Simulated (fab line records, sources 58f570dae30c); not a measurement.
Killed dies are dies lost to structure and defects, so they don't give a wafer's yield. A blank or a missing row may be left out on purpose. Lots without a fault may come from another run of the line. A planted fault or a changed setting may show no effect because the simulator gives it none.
Which tool did it? | flow berkeley_cmos170 | 7 lots, 21 wafers sampled, at 2 steps of a route of 331

WHAT THE GAUGES READ, wafer by wafer
UCB170_NWELL_THK_MEAS_02.
lot  | measured    | on            | NWELL_OXIDE_THK (nm)
L326 | day 2 04:02 | film_metro-04 | 26.8 26.2 26.8
L331 | day 3 01:26 | film_metro-02 | 26.8 27.2 27.2
L333 | day 3 19:58 | film_metro-02 | 26.2 25.9 26.0
L335 | day 4 06:49 | film_metro-02 | 26.3 26.7 25.9
L337 | day 4 09:50 | film_metro-04 | 26.8 26.7 26.3
L345 | day 6 04:46 | film_metro-03 | 25.9 26.1 26.1
L347 | day 6 13:42 | film_metro-04 | 26.3 26.6 26.9

WHICH TOOL RAN EACH LOT (tool, then ch and the chambers of the sampled wafers, then the start)
lot  | UCB170_ZERO_ETCH_06
L326 | rie_diel-03 ch 1,2, day 1 23:59
L331 | rie_diel-02 ch 0,1,3, day 2 22:01
L333 | rie_diel-01 ch 1,2,3, day 3 15:07
L335 | rie_diel-02 ch 0,1,3, day 4 00:25
L337 | rie_diel-02 ch 0,1,2, day 4 06:16
L345 | rie_diel-03 ch 0,1,3, day 6 00:08
L347 | rie_diel-03 ch 1,2,3, day 6 08:11
- UCB170_ZERO_ETCH_06: etches SiO2 in CHF3/CF4/Ar, time 12 s.

THE ANSWER, worked out from the rows above alone
Rule: what is usual is taken from the lots themselves. Put in order of their means at a reading, lots are off if they are a third of the lots or fewer, leave a main group of 4 or more, and stand apart from it by a gap of 3 or more times the standard deviation of the main group's means; of several such gaps the widest counts. A main group whose means are all the same, to the digits that the tables above print for the reading, isn't used. A lot without any number at a reading at which 4 lots or more have one is off too. The other lots that the step has rows for count as sound.
No lot is off at any reading shown: from this, nothing can be told.

WHAT THE SIMULATOR HAD PUT IN
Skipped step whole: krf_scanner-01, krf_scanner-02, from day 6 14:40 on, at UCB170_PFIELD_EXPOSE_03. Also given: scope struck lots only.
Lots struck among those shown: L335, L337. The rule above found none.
